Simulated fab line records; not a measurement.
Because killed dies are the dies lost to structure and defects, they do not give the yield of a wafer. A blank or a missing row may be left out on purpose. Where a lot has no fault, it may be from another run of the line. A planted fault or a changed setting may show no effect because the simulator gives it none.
Which tool was responsible? + flow rit-cmos + Sampling: 7 lots, 21 wafers, 2 of 202 route steps

## WHAT EACH GAUGE READ, for each wafer
RIT_PWELL_TW_MEAS_10.
| lot  | measured    | on            | PWELL_TW    |
|------|-------------|---------------|-------------|
| L566 | day 2 06:36 | film-metro-03 | 943 950 951 |
| L569 | day 3 01:10 | film-metro-01 | 963 955 962 |
| L571 | day 3 09:16 | film-metro-02 | 947 950 954 |
| L574 | day 3 22:38 | film-metro-01 | 963 961 964 |
| L577 | day 4 12:40 | film-metro-01 | 971 973 970 |
| L580 | day 5 05:46 | film-metro-01 | 964 966 962 |
| L584 | day 6 00:06 | film-metro-03 | 949 945 947 |

## EACH LOT AND THE TOOL THAT RAN IT (in order: tool; ch and the chambers of the sampled wafers; start)
| lot  | RIT_PWELL_IMPLANT_08           |
|------|--------------------------------|
| L566 | implanter-02 ch 0, day 2 06:17 |
| L569 | implanter-04 ch 0, day 3 00:51 |
| L571 | implanter-04 ch 0, day 3 08:57 |
| L574 | implanter-04 ch 0, day 3 22:20 |
| L577 | implanter-04 ch 0, day 4 12:21 |
| L580 | implanter-03 ch 0, day 5 05:26 |
| L584 | implanter-03 ch 0, day 5 23:47 |
- RIT_PWELL_IMPLANT_08

## THE ANSWER, worked out from the rows above alone
Rule: what is usual is taken from the lots themselves. The widest of any qualifying gaps counts: lots, ordered by their means at a reading, are off when they make up no more than a third of the lots, leave a main group of 4 or more, and stand apart from it by 3 or more times the standard deviation of that group's means. A main group is skipped when, at the precision printed for the reading in the tables above, its means are all equal. A lot without any number at a reading at which 4 lots or more have one is off too. The other lots that the step has rows for count as sound.
Across all readings shown, no lot is off: no conclusion can be drawn from this.

## WHAT THE SIMULATOR HAD PUT IN
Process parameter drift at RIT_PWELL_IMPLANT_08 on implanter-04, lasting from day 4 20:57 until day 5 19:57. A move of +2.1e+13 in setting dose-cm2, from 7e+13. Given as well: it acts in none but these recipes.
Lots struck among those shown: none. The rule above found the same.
